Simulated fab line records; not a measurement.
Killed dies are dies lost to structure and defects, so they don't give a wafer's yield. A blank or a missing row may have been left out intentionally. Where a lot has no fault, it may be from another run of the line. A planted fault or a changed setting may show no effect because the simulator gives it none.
fab line records + flow rit-cmos
record
- lots=6
- wafers=18
- last-day=8
route steps=202 shown REOX@98 NLDD@103 M1@202
lots that met no fault: taken from a fault-free run of the same line
start-h: hours from the record's first day to the start of the lot's first wafer shown + wait-h: time in hours since the lot's previous step + " repeats the value in the row above + L1.1+2: a row that stands for several wafers + - either no value or no given start + * or withheld: withheld + < > ~ a bound
route shown NAME@n: a module of which the file shows steps, and the number in the route of the first + usual: the fault-free wafers' mean and standard deviation + same: alike in all rows + chamber/n: place in a boat + sites: each site's reading + _std_site: the standard deviation of these + _edge_site: mean of outer sites minus mean of inner sites + radius-mm: how far each site lies from the wafer's centre + mask NAME#n: copy n + behind: the last tool/chamber to shape the wafer + hold: why the lot was held/for how many hours/how that ended + device: transistor that didn't switch, given as n, p or np + end of line: the route-end tests of the same wafers + a step with no rows: only its recipe + killed: at the first sort, the dies lost to defects and structure; wafer yield is something else + map: a wafer's dies, x killed, . not, _ none there
set.NAME: the setting that was run; set.NAME@STEP: the one run at that earlier step + model.NAME: the simulator's own value behind a step, which no gauge read
certain route steps with their lots: each step a table, each wafer a row
## steps
# step RIT_REOX_CLEAN_00
# recipe
- chemistry=SC1
- mix=3:3:50
- time-s=600
- temp-c=75
# step RIT_REOX_CLEAN_01
# recipe
- chemistry=dHF
- dilution=50:1
- time-s=30
# step RIT_REOX_CLEAN_02
# recipe
- chemistry=SC2
- mix=3:3:50
- time-s=600
- temp-c=75
- dry=n2-spin
# step RIT_REOX_OXIDATION_03
# recipe
- temp-c=900
- ambient=O2
- target-thk-a=252
- ox-time-s=5580
# step RIT_REOX_THK_MEAS_04
# recipe
- reads=SiO2_of_REOX_OXIDATION_03
# usual
- REOX_OXIDE_THK=25.3/0.4
| lot.wafer | tool          | chamber | start-h | wait-h | REOX_OXIDE_THK[nm] |
|-----------|---------------|---------|---------|--------|--------------------|
| L141.3    | film-metro-03 | -       | 51.14   | 0.0    | 26.2               |
| L141.4    | "             | -       | "       | "      | 25.9               |
| L141.5    | "             | -       | "       | "      | 25.8               |
| L149.1    | film-metro-03 | -       | 81.76   | 0.0    | 25.5               |
| L149.5    | "             | -       | "       | "      | 25.2               |
| L149.6    | "             | -       | "       | "      | 25.4               |
| L151.3    | film-metro-03 | -       | 92.24   | 0.0    | 25.2               |
| L151.4    | "             | -       | "       | "      | 25.5               |
| L151.5    | "             | -       | "       | "      | 25.0               |
| L160.2    | film-metro-02 | -       | 146.91  | 0.0    | 25.5               |
| L160.3    | "             | -       | "       | "      | 25.3               |
| L160.4    | "             | -       | "       | "      | 25.3               |
| L161.2    | film-metro-02 | -       | 150.78  | 0.0    | 25.5               |
| L161.5    | "             | -       | "       | "      | 25.6               |
| L161.6    | "             | -       | "       | "      | 25.7               |
| L164.2    | film-metro-04 | -       | 168.49  | 0.0    | 25.5               |
| L164.3    | "             | -       | "       | "      | 25.7               |
| L164.5    | "             | -       | "       | "      | 25.8               |
# step RIT_NLDD_HMDS_00
# recipe
- prime-time-s=60
- prime-temp-c=140
# step RIT_NLDD_COAT_01
# recipe
- resist=NOVOLAK
- spin-rpm=3250
- resist-thk-nm=1000
# step RIT_NLDD_SOFTBAKE_02
# recipe
- resist=NOVOLAK
- temp-c=90
- time-s=60
# step RIT_NLDD_EXPOSE_03
# recipe
- mask-id=M7
- na=0.57
- target-cd-nm=40700
- dose-mj=250
# step RIT_NLDD_PEB_04
# recipe
- resist=NOVOLAK
- temp-c=withheld
- time-s=withheld
# step RIT_NLDD_DEVELOP_05
# recipe
- resist=NOVOLAK
- develop-time-s=50
- dev-temp-c=23
# step RIT_NLDD_OVL_MEAS_06
# usual
- NLDD_OVL=0.5/1.2
| lot.wafer | tool       | chamber | start-h | wait-h | NLDD_OVL[nm] |
|-----------|------------|---------|---------|--------|--------------|
| L141.3    | overlay-01 | -       | 52.11   | -      | 0.5          |
| L141.4    | "          | -       | "       | "      | -0.8         |
| L141.5    | "          | -       | "       | "      | -1.6         |
| L149.1    | overlay-02 | -       | 82.85   | -      | 1.6          |
| L149.5    | "          | -       | "       | "      | 0.7          |
| L149.6    | "          | -       | "       | "      | 0.6          |
| L151.3    | overlay-02 | -       | 93.27   | -      | 0.7          |
| L151.4    | "          | -       | "       | "      | 1.3          |
| L151.5    | "          | -       | "       | "      | 0.7          |
| L160.2    | overlay-02 | -       | 147.82  | -      | -1.3         |
| L160.3    | "          | -       | "       | "      | -1.2         |
| L160.4    | "          | -       | "       | "      | 1.4          |
| L161.2    | overlay-02 | -       | 151.81  | -      | 1.2          |
| L161.5    | "          | -       | "       | "      | 1.5          |
| L161.6    | "          | -       | "       | "      | 1.7          |
| L164.2    | overlay-02 | -       | 169.52  | -      | -1.7         |
| L164.3    | "          | -       | "       | "      | -1.4         |
| L164.5    | "          | -       | "       | "      | -1.3         |
# step RIT_NLDD_HARDBAKE_07
# recipe
- resist=NOVOLAK
- temp-c=140
- time-s=60
# usual
- exhaust-pa=44.9/0.9
- heater-power-total-W=62.54/0.05
- plate-temp-C=139.99/0.17
| lot.wafer | tool           | chamber | start-h | wait-h | exhaust-pa | heater-power-total-W | plate-temp-C | model.NOVOLAK_of_NLDD_COAT_01.thk-nm |
|-----------|----------------|---------|---------|--------|------------|----------------------|--------------|--------------------------------------|
| L141.3    | litho-track-04 | 0       | 52.24   | 0.1    | 45.0       | 62.54                | 139.91       | 883.4                                |
| L141.4    | "              | 0       | "       | "      | 44.3       | 62.55                | 139.94       | 882                                  |
| L141.5    | "              | 0       | "       | "      | 44.9       | 62.55                | 139.86       | 882.6                                |
| L149.1    | litho-track-02 | 0       | 82.89   | 0.0    | 43.5       | 66.07                | 145.65       | 874.3                                |
| L149.5    | "              | 0       | "       | "      | 44.5       | 65.95                | 145.63       | 876.9                                |
| L149.6    | "              | 0       | "       | "      | 43.7       | 65.91                | 145.71       | 873.1                                |
| L151.3    | litho-track-02 | 0       | 93.34   | 0.1    | 43.9       | 66.01                | 145.75       | 877.1                                |
| L151.4    | "              | 0       | "       | "      | 44.3       | 65.94                | 145.81       | 876.6                                |
| L151.5    | "              | 0       | "       | "      | 45.6       | 65.97                | 145.75       | 877.6                                |
| L160.2    | litho-track-04 | 0       | 147.88  | 0.0    | 45.0       | 62.47                | 140.12       | 885                                  |
| L160.3    | "              | 0       | "       | "      | 45.3       | 62.54                | 139.89       | 882.9                                |
| L160.4    | "              | 0       | "       | "      | 46.7       | 62.60                | 140.04       | 885.1                                |
| L161.2    | litho-track-02 | 0       | 151.86  | 0.0    | 44.9       | 62.59                | 139.96       | 883.3                                |
| L161.5    | "              | 0       | "       | "      | 44.9       | 62.58                | 139.90       | 883.1                                |
| L161.6    | "              | 0       | "       | "      | 43.7       | 62.50                | 139.96       | 884.4                                |
| L164.2    | litho-track-04 | 0       | 169.58  | 0.0    | 46.6       | 62.58                | 140.32       | 890.2                                |
| L164.3    | "              | 0       | "       | "      | 47.5       | 62.56                | 140.13       | 886.7                                |
| L164.5    | "              | 0       | "       | "      | 45.9       | 62.57                | 139.92       | 888.9                                |
# step RIT_NLDD_IMPLANT_08
# recipe
- species=P
- energy-kev=20
- dose-cm2=5e+14
- tilt-deg=7
# step RIT_M1_PROBE_99
# usual
- killed-at-front-end=7/3
- killed-dies=7/3
- killed-open=3.4/1.8
- killed-short=3.8/2.1
# same
- gross-dies=264
- killed_at_M0_to_M3=0
- killed_at_M4_up=0
- killed-at-back-side=0
- killed-at-contacts=0
- killed-at-other=0
| lot.wafer | tool      | chamber | start-h | wait-h | killed-at-front-end | killed-dies | killed-open | killed-short |
|-----------|-----------|---------|---------|--------|---------------------|-------------|-------------|--------------|
| L141.3    | prober-01 | -       | 67.92   | 0.2    | 12                  | 12          | 5           | 7            |
| L141.4    | prober-01 | -       | 67.97   | 0.2    | 10                  | 10          | 5           | 5            |
| L141.5    | prober-01 | -       | 68.02   | 0.2    | 5                   | 5           | 2           | 3            |
| L151.3    | prober-02 | -       | 108.87  | 0.2    | 4                   | 4           | 0           | 4            |
| L151.4    | prober-02 | -       | 108.92  | 0.2    | 8                   | 8           | 5           | 3            |
| L151.5    | prober-02 | -       | 108.97  | 0.2    | 7                   | 7           | 4           | 3            |
| L164.2    | prober-01 | -       | 184.83  | 0.1    | 10                  | 10          | 3           | 7            |
| L164.3    | prober-01 | -       | 184.88  | 0.2    | 12                  | 12          | 7           | 5            |
| L164.5    | prober-01 | -       | 184.98  | 0.2    | 7                   | 7           | 5           | 2            |
# killed by level:class
L141.3 GATE:geometric-particle:short=3 GATE:geometric-particle:open=3 REOX:geometric-particle:short=3 FOX1:geometric-particle:short=1 REOX:geometric-particle:open=1 SILICIDE:geometric-particle:open=1
L141.4 FOX1:geometric-particle:short=2 GATE:geometric-particle:short=2 REOX:geometric-particle:open=2 FOX1:geometric-particle:open=1 FOX2:geometric-particle:open=1 GATE:geometric-particle:open=1 REOX:geometric-particle:short=1
L141.5 GATE:geometric-particle:short=2 SPACER:geometric-particle:open=2 SILICIDE:geometric-particle:short=1
L151.3 FOX1:geometric-particle:short=1 REOX:geometric-particle:short=1 SPACER:geometric-particle:short=1 SILICIDE:geometric-particle:short=1
L151.4 GATE:geometric-particle:open=3 FOX1:geometric-particle:short=1 GATE:geometric-particle:short=1 REOX:geometric-particle:open=1 SPACER:geometric-particle:open=1 SILICIDE:geometric-particle:short=1
L151.5 GATE:geometric-particle:open=3 REOX:geometric-particle:short=2 GATE:geometric-particle:short=1 REOX:geometric-particle:open=1
L164.2 GATE:geometric-particle:short=3 FOX1:geometric-particle:short=2 SPACER:geometric-particle:open=2 GATE:geometric-particle:open=1 REOX:geometric-particle:short=1 SPACER:geometric-particle:short=1
L164.3 GATE:geometric-particle:short=3 GATE:geometric-particle:open=2 REOX:geometric-particle:open=2 FOX1:geometric-particle:open=1 FOX2:geometric-particle:short=1 SPACER:geometric-particle:open=1 SILICIDE:geometric-particle:short=1 SILICIDE:geometric-particle:open=1
L164.5 GATE:geometric-particle:open=2 SPACER:geometric-particle:open=2 SPACER:geometric-particle:short=1 SILICIDE:geometric-particle:open=1 SILICIDE:geometric-particle:short=1
## key
first-sign
- step=RIT_NLDD_HARDBAKE_07
- reading=heater-power-total-W
- direction=up
- sigmas=69
- usual=62.54
- struck=65.98
effect
- step=RIT_NLDD_HARDBAKE_07
- reading=plate-temp-C
- direction=up
- sigmas=34
- usual=*
- struck=*
model-effect
- step=RIT_NLDD_HARDBAKE_07
- value=NOVOLAK_of_NLDD_COAT_01.thk-nm
- without=882.6
- struck=875.9
met-at RIT_NLDD_HARDBAKE_07
struck-wafers L149.1,L149.5,L149.6,L151.3,L151.4,L151.5
tester-left-out L149,L151
fault
- kind=process-parameter-drift
- tool=litho-track-02
- chamber=-
- onset-h=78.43
- steps=RIT_NLDD_HARDBAKE_07
- channel=temp-c
- offset=*
- shape=step
- end-h=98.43
- acts-in=*
- stated=*
# tester-left-out: of these lots the tester's yield and bins aren't shown, on N5 and GAA mostly nor the transistor test; their killed dies are dies lost to structure and defects alone, not to doping, threshold or leakage, so they don't give the yield
